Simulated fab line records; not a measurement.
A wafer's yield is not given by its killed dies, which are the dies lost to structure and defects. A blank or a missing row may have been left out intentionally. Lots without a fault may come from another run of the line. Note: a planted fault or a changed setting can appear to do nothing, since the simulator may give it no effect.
What tool caused it? | flow rit_cmos | 7 lots with 21 wafers sampled at 2 steps, on a route of 202 steps

== WHAT THE GAUGES SHOWED, per wafer ==
RIT_NLDD_TW_MEAS_10.
lot  | measured    | on            | NLDD_TW
L971 | day 3 10:25 | film_metro-02 | 2453 2449 2452
L973 | day 3 19:41 | film_metro-02 | 2445 2438 2453
L975 | day 4 07:17 | film_metro-03 | 2513 2501 2499
L981 | day 5 12:22 | film_metro-04 | 2726 2711 2707 2714 2697 2715
L985 | day 6 07:46 | film_metro-04 | 2480 2486 2472
L988 | day 6 22:07 | film_metro-04 | 2490 2481 2474
L990 | day 7 11:03 | film_metro-02 | 2429 2413 2425

== TOOL THAT RAN EACH LOT (tool first, then ch and the chambers of the sampled wafers, then the start) ==
lot  | RIT_NLDD_IMPLANT_08
L971 | implanter-04 ch 0, day 3 10:05
L973 | implanter-02 ch 0, day 3 19:23
L975 | implanter-01 ch 0, day 4 06:59
L981 | implanter-02 ch 0, day 5 12:02
L985 | implanter-04 ch 0, day 6 07:27
L988 | implanter-01 ch 0, day 6 21:49
L990 | implanter-01 ch 0, day 7 10:45
- RIT_NLDD_IMPLANT_08

== THE ANSWER, worked out from the rows above alone ==
Rule: usual is defined by the lots themselves. The widest of any qualifying gaps counts: lots, ordered by their means at a reading, are off when they make up no more than a third of the lots, leave a main group of 4 or more, and stand apart from it by 3 or more times the standard deviation of that group's means. A main group whose means are all the same, to the digits that the tables above print for the reading, isn't used. Also off: a lot with no number at a reading for which 4 or more lots have one. Any other lot the step has rows for is counted as sound.
Off: at RIT_NLDD_TW_MEAS_10 (NLDD_TW), L981. Mean 2464 and standard deviation 27 in the main group.
A tool fits if, at a process step before that reading, it ran every lot that is off, and no sound lot after the first of them. Those tools and the gauges at RIT_NLDD_TW_MEAS_10 are tried in the same way. One fits: RIT_NLDD_IMPLANT_08 on implanter-02. A fault onset in the window from L973 (day 3 19:23, its last sound lot) to L981 (day 5 12:02, its first lot off) fits.

== WHAT HAD BEEN PUT IN BY THE SIMULATOR ==
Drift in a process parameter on implanter-02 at RIT_NLDD_IMPLANT_08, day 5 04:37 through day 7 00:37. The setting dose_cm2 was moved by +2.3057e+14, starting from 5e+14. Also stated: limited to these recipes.
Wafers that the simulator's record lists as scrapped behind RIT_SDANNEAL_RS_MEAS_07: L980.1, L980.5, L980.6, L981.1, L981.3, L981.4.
Shown lots that were struck: L981. The rule given above showed the same thing.
